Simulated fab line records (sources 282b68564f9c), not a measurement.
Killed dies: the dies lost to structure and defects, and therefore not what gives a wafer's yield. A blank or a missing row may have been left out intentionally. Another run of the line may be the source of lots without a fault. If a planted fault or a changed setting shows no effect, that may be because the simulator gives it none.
fab line records :: flow rit-cmos
record
  lots=5
  wafers=15
  last-day=7
route steps=202 shown NWELL@30 PWELL@39 WELLDRIVE@50
lots that met no fault: from a run of the same line without faults
start-h: start of the lot's first displayed wafer, in hours after the record's first day :: wait-h: how many hours have passed since the lot's step before this one :: " identical to the entry in the row above :: L1.1+2: a row that stands for several wafers :: - either no value or no given start :: * or withheld: withheld :: < > ~ a bound
route shown NAME@n: NAME is a module with steps in the file, n the number in the route of the first one :: usual: mean/standard deviation taken from wafers without a fault :: same: alike in all rows :: chamber/n: place in a boat :: sites: each site's reading :: _std_site: standard deviation of those values :: _edge_site: mean of outer sites minus mean of inner sites :: radius-mm: how far each site lies from the wafer's centre :: mask NAME#n: copy n :: behind: the last tool/chamber to shape the wafer :: hold: the reason the lot was held/the length of the hold in hours/how it ended :: device: which transistor (n, p or np) failed to switch :: end of line: the same wafers' tests at the end of the route :: a step without rows: its recipe alone :: killed: count of dies lost to structure and defects at first sort (not the wafer's yield) :: map: the dies of a wafer, with x for killed, . for not killed, _ for no die there
set.NAME: setting as actually run; set.NAME@STEP: the setting as run at that earlier step :: model.NAME: the simulator's own value behind a step, which no gauge read
certain route steps with their lots: each step a table, each wafer a row
services: a tool's chamber out of use, with start hour (start-h, from the record's first day; less than 0 if before it), hours out, and reason
## steps
# step RIT_NWELL_SOFTBAKE_02
# recipe
  resist=NOVOLAK
  temp-c=90
  time-s=60
# step RIT_NWELL_EXPOSE_03
# recipe
  mask-id=M2
  na=0.57
  target-cd-nm=43900
  dose-mj=250
# step RIT_NWELL_PEB_04
# recipe
  resist=NOVOLAK
  temp-c=withheld
  time-s=withheld
# step RIT_NWELL_DEVELOP_05
# recipe
  resist=NOVOLAK
  develop-time-s=68
  dev-temp-c=23
# step RIT_NWELL_OVL_MEAS_06
# usual
  NWELL_OVL=1.3/1.3
lot.wafer: L637.1
tool: overlay-01
chamber: -
start-h: 28.62
wait-h: -
NWELL_OVL[nm]: 2.7

lot.wafer: L637.2
tool: overlay-01
chamber: -
start-h: 28.62
wait-h: -
NWELL_OVL[nm]: 2.3

lot.wafer: L637.4
tool: overlay-01
chamber: -
start-h: 28.62
wait-h: -
NWELL_OVL[nm]: 1.2

lot.wafer: L648.1
tool: overlay-02
chamber: -
start-h: 80.28
wait-h: -
NWELL_OVL[nm]: 1.4

lot.wafer: L648.4
tool: overlay-02
chamber: -
start-h: 80.28
wait-h: -
NWELL_OVL[nm]: 2.0

lot.wafer: L648.5
tool: overlay-02
chamber: -
start-h: 80.28
wait-h: -
NWELL_OVL[nm]: 2.7

lot.wafer: L649.2
tool: overlay-01
chamber: -
start-h: 86.46
wait-h: -
NWELL_OVL[nm]: 0.5

lot.wafer: L649.3
tool: overlay-01
chamber: -
start-h: 86.46
wait-h: -
NWELL_OVL[nm]: 2.3

lot.wafer: L649.5
tool: overlay-01
chamber: -
start-h: 86.46
wait-h: -
NWELL_OVL[nm]: 2.2

lot.wafer: L651.2
tool: overlay-01
chamber: -
start-h: 96.83
wait-h: -
NWELL_OVL[nm]: 1.1

lot.wafer: L651.5
tool: overlay-01
chamber: -
start-h: 96.83
wait-h: -
NWELL_OVL[nm]: 2.0

lot.wafer: L651.6
tool: overlay-01
chamber: -
start-h: 96.83
wait-h: -
NWELL_OVL[nm]: -0.2

lot.wafer: L659.1
tool: overlay-02
chamber: -
start-h: 136.95
wait-h: -
NWELL_OVL[nm]: 2.1

lot.wafer: L659.2
tool: overlay-02
chamber: -
start-h: 136.95
wait-h: -
NWELL_OVL[nm]: 0.1

lot.wafer: L659.3
tool: overlay-02
chamber: -
start-h: 136.95
wait-h: -
NWELL_OVL[nm]: -0.6
# step RIT_NWELL_HARDBAKE_07
# recipe
  resist=NOVOLAK
  temp-c=140
  time-s=120
# step RIT_NWELL_IMPLANT_08
# recipe
  species=P
  energy-kev=170
  dose-cm2=5e+13
  tilt-deg=7
# step RIT_NWELL_STRIP_09
# recipe
  chemistry=O2
  time-s=180
  resist=NOVOLAK
  platen-temp-c=withheld
  power-w=500
  pressure-mtorr=4000
  o2-flow-sccm=4000
# usual
  drypump-motor-current-A=5.5/0.44
lot.wafer: L637.1
tool: plasma-asher-01
chamber: 1
start-h: 29.06
wait-h: 0.1
drypump-motor-current-A: 6.0
rf-hours-counter-h: 39

lot.wafer: L637.2
tool: plasma-asher-01
chamber: 0
start-h: 29.06
wait-h: 0.1
drypump-motor-current-A: 5.6
rf-hours-counter-h: 39

lot.wafer: L637.4
tool: plasma-asher-01
chamber: 1
start-h: 29.06
wait-h: 0.1
drypump-motor-current-A: 6.0
rf-hours-counter-h: -

lot.wafer: L648.1
tool: plasma-asher-03
chamber: 0
start-h: 80.71
wait-h: 0.1
drypump-motor-current-A: 6.4
rf-hours-counter-h: 27

lot.wafer: L648.4
tool: plasma-asher-03
chamber: 0
start-h: 80.71
wait-h: 0.1
drypump-motor-current-A: 6.3
rf-hours-counter-h: -

lot.wafer: L648.5
tool: plasma-asher-03
chamber: 1
start-h: 80.71
wait-h: 0.1
drypump-motor-current-A: 5.2
rf-hours-counter-h: -

lot.wafer: L649.2
tool: plasma-asher-01
chamber: 1
start-h: 86.89
wait-h: 0.1
drypump-motor-current-A: 6.0
rf-hours-counter-h: 45

lot.wafer: L649.3
tool: plasma-asher-01
chamber: 1
start-h: 86.89
wait-h: 0.1
drypump-motor-current-A: 6.0
rf-hours-counter-h: -

lot.wafer: L649.5
tool: plasma-asher-01
chamber: 0
start-h: 86.89
wait-h: 0.1
drypump-motor-current-A: 5.6
rf-hours-counter-h: -

lot.wafer: L651.2
tool: plasma-asher-04
chamber: 1
start-h: 97.39
wait-h: 0.1
drypump-motor-current-A: 4.9
rf-hours-counter-h: 48

lot.wafer: L651.5
tool: plasma-asher-04
chamber: 1
start-h: 97.39
wait-h: 0.1
drypump-motor-current-A: 5.0
rf-hours-counter-h: -

lot.wafer: L651.6
tool: plasma-asher-04
chamber: 0
start-h: 97.39
wait-h: 0.1
drypump-motor-current-A: 5.4
rf-hours-counter-h: -

lot.wafer: L659.1
tool: plasma-asher-03
chamber: 0
start-h: 137.39
wait-h: 0.1
drypump-motor-current-A: 6.3
rf-hours-counter-h: 33

lot.wafer: L659.2
tool: plasma-asher-03
chamber: 1
start-h: 137.39
wait-h: 0.1
drypump-motor-current-A: 5.1
rf-hours-counter-h: 33

lot.wafer: L659.3
tool: plasma-asher-03
chamber: 0
start-h: 137.39
wait-h: 0.1
drypump-motor-current-A: 6.4
rf-hours-counter-h: -
# step RIT_NWELL_TW_MEAS_10
# usual
  NWELL_TW=2149/24
lot.wafer: L637.1
tool: film-metro-04
chamber: -
start-h: 29.23
wait-h: 0.1
NWELL_TW: 2151

lot.wafer: L637.2
tool: film-metro-04
chamber: -
start-h: 29.23
wait-h: 0.1
NWELL_TW: 2134

lot.wafer: L637.4
tool: film-metro-04
chamber: -
start-h: 29.23
wait-h: 0.1
NWELL_TW: 2133

lot.wafer: L648.1
tool: film-metro-04
chamber: -
start-h: 80.89
wait-h: 0.1
NWELL_TW: 2170

lot.wafer: L648.4
tool: film-metro-04
chamber: -
start-h: 80.89
wait-h: 0.1
NWELL_TW: 2157

lot.wafer: L648.5
tool: film-metro-04
chamber: -
start-h: 80.89
wait-h: 0.1
NWELL_TW: 2161

lot.wafer: L649.2
tool: film-metro-01
chamber: -
start-h: 87.07
wait-h: 0.1
NWELL_TW: 2169

lot.wafer: L649.3
tool: film-metro-01
chamber: -
start-h: 87.07
wait-h: 0.1
NWELL_TW: 2166

lot.wafer: L649.5
tool: film-metro-01
chamber: -
start-h: 87.07
wait-h: 0.1
NWELL_TW: 2173

lot.wafer: L651.2
tool: film-metro-04
chamber: -
start-h: 97.58
wait-h: 0.1
NWELL_TW: 2134

lot.wafer: L651.5
tool: film-metro-04
chamber: -
start-h: 97.58
wait-h: 0.1
NWELL_TW: 2149

lot.wafer: L651.6
tool: film-metro-04
chamber: -
start-h: 97.58
wait-h: 0.1
NWELL_TW: 2135

lot.wafer: L659.1
tool: film-metro-04
chamber: -
start-h: 137.56
wait-h: 0.1
NWELL_TW: 2161

lot.wafer: L659.2
tool: film-metro-04
chamber: -
start-h: 137.56
wait-h: 0.1
NWELL_TW: 2179

lot.wafer: L659.3
tool: film-metro-04
chamber: -
start-h: 137.56
wait-h: 0.1
NWELL_TW: 2168
# step RIT_PWELL_HMDS_00
# recipe
  prime-time-s=60
  prime-temp-c=140
# step RIT_PWELL_COAT_01
# recipe
  resist=NOVOLAK
  spin-rpm=2000
  resist-thk-nm=1300
# step RIT_PWELL_SOFTBAKE_02
# recipe
  resist=NOVOLAK
  temp-c=90
  time-s=60
# step RIT_PWELL_EXPOSE_03
# recipe
  mask-id=M3
  na=0.57
  target-cd-nm=43700
  dose-mj=250
# usual
  exposure-dose-mJ-cm2=249.99/0.27
lot.wafer: L637.1
tool: iline-stepper-02
chamber: 0
start-h: 29.74
wait-h: 0.1
mask: M3#0
exposure-dose-mJ-cm2: 249.55

lot.wafer: L637.2
tool: iline-stepper-02
chamber: 0
start-h: 29.74
wait-h: 0.1
mask: M3#0
exposure-dose-mJ-cm2: 249.45

lot.wafer: L637.4
tool: iline-stepper-02
chamber: 0
start-h: 29.74
wait-h: 0.1
mask: M3#0
exposure-dose-mJ-cm2: 249.58

lot.wafer: L648.1
tool: iline-stepper-01
chamber: 0
start-h: 81.52
wait-h: 0.2
mask: M3#0
exposure-dose-mJ-cm2: 250.33

lot.wafer: L648.4
tool: iline-stepper-01
chamber: 0
start-h: 81.52
wait-h: 0.2
mask: M3#0
exposure-dose-mJ-cm2: 249.92

lot.wafer: L648.5
tool: iline-stepper-01
chamber: 0
start-h: 81.52
wait-h: 0.2
mask: M3#0
exposure-dose-mJ-cm2: 250.22

lot.wafer: L649.2
tool: iline-stepper-02
chamber: 0
start-h: 87.72
wait-h: 0.2
mask: M2#0
exposure-dose-mJ-cm2: 250.26

lot.wafer: L649.3
tool: iline-stepper-02
chamber: 0
start-h: 87.72
wait-h: 0.2
mask: M2#0
exposure-dose-mJ-cm2: 250.47

lot.wafer: L649.5
tool: iline-stepper-02
chamber: 0
start-h: 87.72
wait-h: 0.2
mask: M2#0
exposure-dose-mJ-cm2: 250.13

lot.wafer: L651.2
tool: iline-stepper-01
chamber: 0
start-h: 98.22
wait-h: 0.2
mask: M3#0
exposure-dose-mJ-cm2: 249.90

lot.wafer: L651.5
tool: iline-stepper-01
chamber: 0
start-h: 98.22
wait-h: 0.2
mask: M3#0
exposure-dose-mJ-cm2: 249.76

lot.wafer: L651.6
tool: iline-stepper-01
chamber: 0
start-h: 98.22
wait-h: 0.2
mask: M3#0
exposure-dose-mJ-cm2: 250.19

lot.wafer: L659.1
tool: iline-stepper-01
chamber: 0
start-h: 138.07
wait-h: 0.1
mask: M3#0
exposure-dose-mJ-cm2: 249.69

lot.wafer: L659.2
tool: iline-stepper-01
chamber: 0
start-h: 138.07
wait-h: 0.1
mask: M3#0
exposure-dose-mJ-cm2: 249.49

lot.wafer: L659.3
tool: iline-stepper-01
chamber: 0
start-h: 138.07
wait-h: 0.1
mask: M3#0
exposure-dose-mJ-cm2: 249.83
# step RIT_PWELL_PEB_04
# recipe
  resist=NOVOLAK
  temp-c=withheld
  time-s=withheld
# step RIT_PWELL_DEVELOP_05
# recipe
  resist=NOVOLAK
  develop-time-s=68
  dev-temp-c=23
# step RIT_PWELL_OVL_MEAS_06
# usual
  PWELL_OVL=-0.6/1.3
lot.wafer: L637.1
tool: overlay-01
chamber: -
start-h: 30.17
wait-h: -
PWELL_OVL[nm]: 0.0

lot.wafer: L637.2
tool: overlay-01
chamber: -
start-h: 30.17
wait-h: -
PWELL_OVL[nm]: 1.0

lot.wafer: L637.4
tool: overlay-01
chamber: -
start-h: 30.17
wait-h: -
PWELL_OVL[nm]: -0.1

lot.wafer: L648.1
tool: overlay-01
chamber: -
start-h: 82.02
wait-h: -
PWELL_OVL[nm]: 1.3

lot.wafer: L648.4
tool: overlay-01
chamber: -
start-h: 82.02
wait-h: -
PWELL_OVL[nm]: -0.1

lot.wafer: L648.5
tool: overlay-01
chamber: -
start-h: 82.02
wait-h: -
PWELL_OVL[nm]: 0.4

lot.wafer: L649.2
tool: overlay-01
chamber: -
start-h: 88.14
wait-h: -
PWELL_OVL[nm]: -

lot.wafer: L649.3
tool: overlay-01
chamber: -
start-h: 88.14
wait-h: -
PWELL_OVL[nm]: -

lot.wafer: L649.5
tool: overlay-01
chamber: -
start-h: 88.14
wait-h: -
PWELL_OVL[nm]: -

lot.wafer: L651.2
tool: overlay-02
chamber: -
start-h: 98.64
wait-h: -
PWELL_OVL[nm]: -2.3

lot.wafer: L651.5
tool: overlay-02
chamber: -
start-h: 98.64
wait-h: -
PWELL_OVL[nm]: -1.5

lot.wafer: L651.6
tool: overlay-02
chamber: -
start-h: 98.64
wait-h: -
PWELL_OVL[nm]: -0.8

lot.wafer: L659.1
tool: overlay-02
chamber: -
start-h: 138.50
wait-h: -
PWELL_OVL[nm]: -0.7

lot.wafer: L659.2
tool: overlay-02
chamber: -
start-h: 138.50
wait-h: -
PWELL_OVL[nm]: 1.5

lot.wafer: L659.3
tool: overlay-02
chamber: -
start-h: 138.50
wait-h: -
PWELL_OVL[nm]: 1.5
# step RIT_PWELL_HARDBAKE_07
# recipe
  resist=NOVOLAK
  temp-c=140
  time-s=120
# step RIT_PWELL_IMPLANT_08
# recipe
  species=B
  energy-kev=170
  dose-cm2=7e+13
  tilt-deg=7
# step RIT_PWELL_STRIP_09
# recipe
  chemistry=O2
  time-s=180
  resist=NOVOLAK
  platen-temp-c=withheld
  power-w=518.6
  pressure-mtorr=4000
  o2-flow-sccm=4000
# usual
  drypump-motor-current-A=5.6/0.43
lot.wafer: L637.1
tool: plasma-asher-04
chamber: 1
start-h: 30.61
wait-h: 0.1
drypump-motor-current-A: 4.9
rf-hours-counter-h: 40

lot.wafer: L637.2
tool: plasma-asher-04
chamber: 0
start-h: 30.61
wait-h: 0.1
drypump-motor-current-A: 5.4
rf-hours-counter-h: 40

lot.wafer: L637.4
tool: plasma-asher-04
chamber: 0
start-h: 30.61
wait-h: 0.1
drypump-motor-current-A: 5.5
rf-hours-counter-h: -

lot.wafer: L648.1
tool: plasma-asher-04
chamber: 1
start-h: 82.46
wait-h: 0.1
drypump-motor-current-A: 5.0
rf-hours-counter-h: 46

lot.wafer: L648.4
tool: plasma-asher-04
chamber: 0
start-h: 82.46
wait-h: 0.1
drypump-motor-current-A: 5.5
rf-hours-counter-h: -

lot.wafer: L648.5
tool: plasma-asher-04
chamber: 0
start-h: 82.46
wait-h: 0.1
drypump-motor-current-A: 5.5
rf-hours-counter-h: -

lot.wafer: L649.2
tool: plasma-asher-02
chamber: 1
start-h: 88.57
wait-h: 0.1
drypump-motor-current-A: 5.8
rf-hours-counter-h: 44

lot.wafer: L649.3
tool: plasma-asher-02
chamber: 1
start-h: 88.57
wait-h: 0.1
drypump-motor-current-A: 5.8
rf-hours-counter-h: -

lot.wafer: L649.5
tool: plasma-asher-02
chamber: 1
start-h: 88.57
wait-h: 0.1
drypump-motor-current-A: 5.8
rf-hours-counter-h: -

lot.wafer: L651.2
tool: plasma-asher-03
chamber: 1
start-h: 99.07
wait-h: 0.1
drypump-motor-current-A: 5.2
rf-hours-counter-h: 29

lot.wafer: L651.5
tool: plasma-asher-03
chamber: 0
start-h: 99.07
wait-h: 0.1
drypump-motor-current-A: 6.3
rf-hours-counter-h: -

lot.wafer: L651.6
tool: plasma-asher-03
chamber: 1
start-h: 99.07
wait-h: 0.1
drypump-motor-current-A: 5.2
rf-hours-counter-h: -

lot.wafer: L659.1
tool: plasma-asher-02
chamber: 1
start-h: 138.94
wait-h: 0.1
drypump-motor-current-A: 5.8
rf-hours-counter-h: 50

lot.wafer: L659.2
tool: plasma-asher-02
chamber: 0
start-h: 138.94
wait-h: 0.1
drypump-motor-current-A: 5.8
rf-hours-counter-h: 50

lot.wafer: L659.3
tool: plasma-asher-02
chamber: 0
start-h: 138.94
wait-h: 0.1
drypump-motor-current-A: 5.7
rf-hours-counter-h: -
# step RIT_PWELL_TW_MEAS_10
# usual
  PWELL_TW=956/8.1
lot.wafer: L637.1
tool: film-metro-02
chamber: -
start-h: 30.78
wait-h: 0.1
PWELL_TW: 943

lot.wafer: L637.2
tool: film-metro-02
chamber: -
start-h: 30.78
wait-h: 0.1
PWELL_TW: 952

lot.wafer: L637.4
tool: film-metro-02
chamber: -
start-h: 30.78
wait-h: 0.1
PWELL_TW: 942

lot.wafer: L648.1
tool: film-metro-04
chamber: -
start-h: 82.63
wait-h: 0.1
PWELL_TW: 956

lot.wafer: L648.4
tool: film-metro-04
chamber: -
start-h: 82.63
wait-h: 0.1
PWELL_TW: 960

lot.wafer: L648.5
tool: film-metro-04
chamber: -
start-h: 82.63
wait-h: 0.1
PWELL_TW: 955

lot.wafer: L649.2
tool: film-metro-01
chamber: -
start-h: 88.75
wait-h: 0.1
PWELL_TW: 30

lot.wafer: L649.3
tool: film-metro-01
chamber: -
start-h: 88.75
wait-h: 0.1
PWELL_TW: 30

lot.wafer: L649.5
tool: film-metro-01
chamber: -
start-h: 88.75
wait-h: 0.1
PWELL_TW: 30

lot.wafer: L651.2
tool: film-metro-01
chamber: -
start-h: 99.25
wait-h: 0.1
PWELL_TW: 964

lot.wafer: L651.5
tool: film-metro-01
chamber: -
start-h: 99.25
wait-h: 0.1
PWELL_TW: 964

lot.wafer: L651.6
tool: film-metro-01
chamber: -
start-h: 99.25
wait-h: 0.1
PWELL_TW: 965

lot.wafer: L659.1
tool: film-metro-02
chamber: -
start-h: 139.11
wait-h: 0.1
PWELL_TW: 939

lot.wafer: L659.2
tool: film-metro-02
chamber: -
start-h: 139.11
wait-h: 0.1
PWELL_TW: 938

lot.wafer: L659.3
tool: film-metro-02
chamber: -
start-h: 139.11
wait-h: 0.1
PWELL_TW: 941
# step RIT_WELLDRIVE_ANNEAL_00
# recipe
  temp-c=1100
  time-s=14700
  ambient=N2
## services
tool: iline-stepper-02
chamber: 0
start-h: 7.80
hours: -
kind: calibration

tool: iline-stepper-01
chamber: -
start-h: 18.87
hours: 1.3
kind: repair

tool: plasma-asher-02
chamber: -
start-h: 19.21
hours: 2.5
kind: repair

tool: plasma-asher-03
chamber: -
start-h: 21.76
hours: 15.6
kind: pm

tool: plasma-asher-01
chamber: -
start-h: 34.24
hours: 5.5
kind: repair

tool: plasma-asher-04
chamber: -
start-h: 52.02
hours: 1.9
kind: repair

tool: iline-stepper-02
chamber: -
start-h: 63.14
hours: 1.7
kind: pm

tool: iline-stepper-01
chamber: -
start-h: 72.65
hours: 4.4
kind: pm

tool: plasma-asher-01
chamber: -
start-h: 108.75
hours: 9.0
kind: pm

tool: plasma-asher-01
chamber: 0
start-h: 108.75
hours: 9.0
kind: vent-cycle

tool: plasma-asher-01
chamber: 1
start-h: 108.75
hours: 9.0
kind: vent-cycle

tool: plasma-asher-02
chamber: -
start-h: 109.32
hours: 2.8
kind: pm

tool: plasma-asher-01
chamber: 0
start-h: 117.75
hours: -
kind: clean

tool: plasma-asher-01
chamber: 1
start-h: 117.75
hours: -
kind: clean

tool: iline-stepper-02
chamber: -
start-h: 123.64
hours: 2.7
kind: repair
## key
first-sign
  step=RIT_PWELL_EXPOSE_03
  reading=mask
  direction=changed
effect
  step=RIT_PWELL_OVL_MEAS_06
  reading=PWELL_OVL
  direction=missing
effect
  step=RIT_PWELL_TW_MEAS_10
  reading=PWELL_TW
  direction=down
  sigmas=99+
  usual=956
  struck=30
met-at RIT_PWELL_EXPOSE_03
struck-wafers L649.2,L649.3,L649.5
sort-left-out L649.2,L649.3,L649.5
tester-left-out L649
onset-between 29.74 87.72
fault
  kind=wrong-mask
  tool=any
  chamber=-
  onset-h=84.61
  steps=RIT_PWELL_EXPOSE_03
  aux-copy=M2#0
  scope=struck-lots-only
# tester-left-out: of these lots the tester's yield and bins aren't shown, on N5 and GAA mostly nor the transistor test; their killed dies are dies lost to structure and defects alone, not to doping, threshold or leakage, so they don't give the yield
# sort-left-out: the simulated sort isn't trusted on such a fault, so these wafers' sort isn't shown, and their yield isn't known
